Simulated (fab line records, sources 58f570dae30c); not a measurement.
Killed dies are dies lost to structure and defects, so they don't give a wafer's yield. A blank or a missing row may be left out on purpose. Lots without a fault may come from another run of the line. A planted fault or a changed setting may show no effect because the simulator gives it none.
Problem report in the 8D (eight disciplines) form, filled by code | flow berkeley_cmos170 | the parts of the form that need people (team, actions taken, sign-off) are left out

1. THE PROBLEM
M3_AL_RS at UCB170_M3_RS_MEAS_02 reads a mean of 0.0300 ohm/sq on 1 wafer of 1 lot; wafers without a fault read 0.0322 ohm/sq with a standard deviation of 0.0004. That is -5.5 standard deviations from the usual mean.
The step: measures by four-point-probe.
First seen on wafer L829.4, day 11 18:48, on film_metro-04. The record holds 39 wafers of 13 lots with a number at this step. Rule for "out", or "out of limits": more than 4 standard deviations from the usual mean. The other wafers with a number count as sound.

2. WHAT IT IS AND WHAT IT IS NOT
question                    | is                | is not
which readings at this step | M3_AL_RS          | -
which lots                  | L829              | L814, L815, L816, L817, L821, L822, L823, L826, L828, L833, L836, L837
which wafers of those lots  | L829.4            | L829.2, L829.6
read on which gauges        | film_metro-04     | film_metro-02, film_metro-03
when                        | from day 11 18:48 | up to then (29 sound wafers); but 9 sound wafers of L833, L836, L837 came after

3. SUSPECTS, AND WHAT RULES EACH OUT
Counting: a tool at a process step up to the reading stays a suspect if it ran every lot that is out. Sound lots after the first of them don't rule it out here, since some wafers of a struck lot are sound.
- the gauge at UCB170_M3_RS_MEAS_02: ruled out. All the wafers that are out were read on film_metro-04, but those of them that UCB170_M3_SPUTTER_01 has rows for are out there too, on other tools.
- pvd_sputter-04 at UCB170_M2_SPUTTER_01 (material Al, target thk 900 nm, time 120 s): kept. It ran the lot that is out, L829 (day 11 12:17); its last sound lot up to then is L823 (day 10 07:47).
- pvd_sputter-04 at UCB170_M3_SPUTTER_01 (material Al, target thk 900 nm, time 120 s): kept. It ran the lot that is out, L829 (day 11 18:42); its last sound lot up to then is L821 (day 10 01:04). Its own readings are out on those wafers: chamber_pressure_pa.
Left after counting: pvd_sputter-04 at UCB170_M2_SPUTTER_01, pvd_sputter-04 at UCB170_M3_SPUTTER_01.

4. THE CAUSE (what the simulator had put in)
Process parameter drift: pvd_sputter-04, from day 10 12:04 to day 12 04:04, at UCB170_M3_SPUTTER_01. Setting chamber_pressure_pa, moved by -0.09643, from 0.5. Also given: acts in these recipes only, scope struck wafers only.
Counting left 2 suspects, and this tool is among them.

5. THE CHAIN OF EFFECTS, in route order
Each row: a reading whose mean over the struck wafers that have a number lies more than 3 standard deviations from the usual. Only readings for which the record gives a usual standard deviation are gone through. hours: the time from each lot's start at the first step in this table that gives one to its start at this step, as a median over the lots. sigmas: the change in usual standard deviations.
hours | step                  | reading                | usual         | on struck wafers | change  | sigmas
0     | UCB170_M3_SPUTTER_01  | chamber_pressure_pa    | 0.4999 Pa     | 0.4029           | -0.0970 | -88
0     | UCB170_M3_RS_MEAS_02  | M3_AL_RS               | 0.0322 ohm/sq | 0.0300           | -0.0022 | -5.5
5     | UCB170_M3_THK_MEAS_03 | M3_AL_THK              | 888 nm        | 941              | +53     | +4.8
10    | UCB170_M3_STRIP_19    | chamber_pressure_mTorr | 3500 mTorr    | 3490             | -10     | -3.2
The process steps in it:
- UCB170_M3_SPUTTER_01: material Al, target thk 900 nm, time 120 s.
- UCB170_M3_STRIP_19: strips in O2.

6. WHAT WOULD HAVE CAUGHT IT SOONER
In this record the first reading out of limits at a measuring or inspecting step was taken at day 11 18:48, 31 hours after the fault began at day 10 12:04.
The tool's own readings at UCB170_M3_SPUTTER_01 were out on every struck wafer that the step has a row for (chamber_pressure_pa): an alarm limit on them would have fired on the first of those.
All the lots that are out (1) had begun UCB170_M3_SPUTTER_01 on pvd_sputter-04 by day 11 18:48. A hold on the tool at that time would have spared none of them.
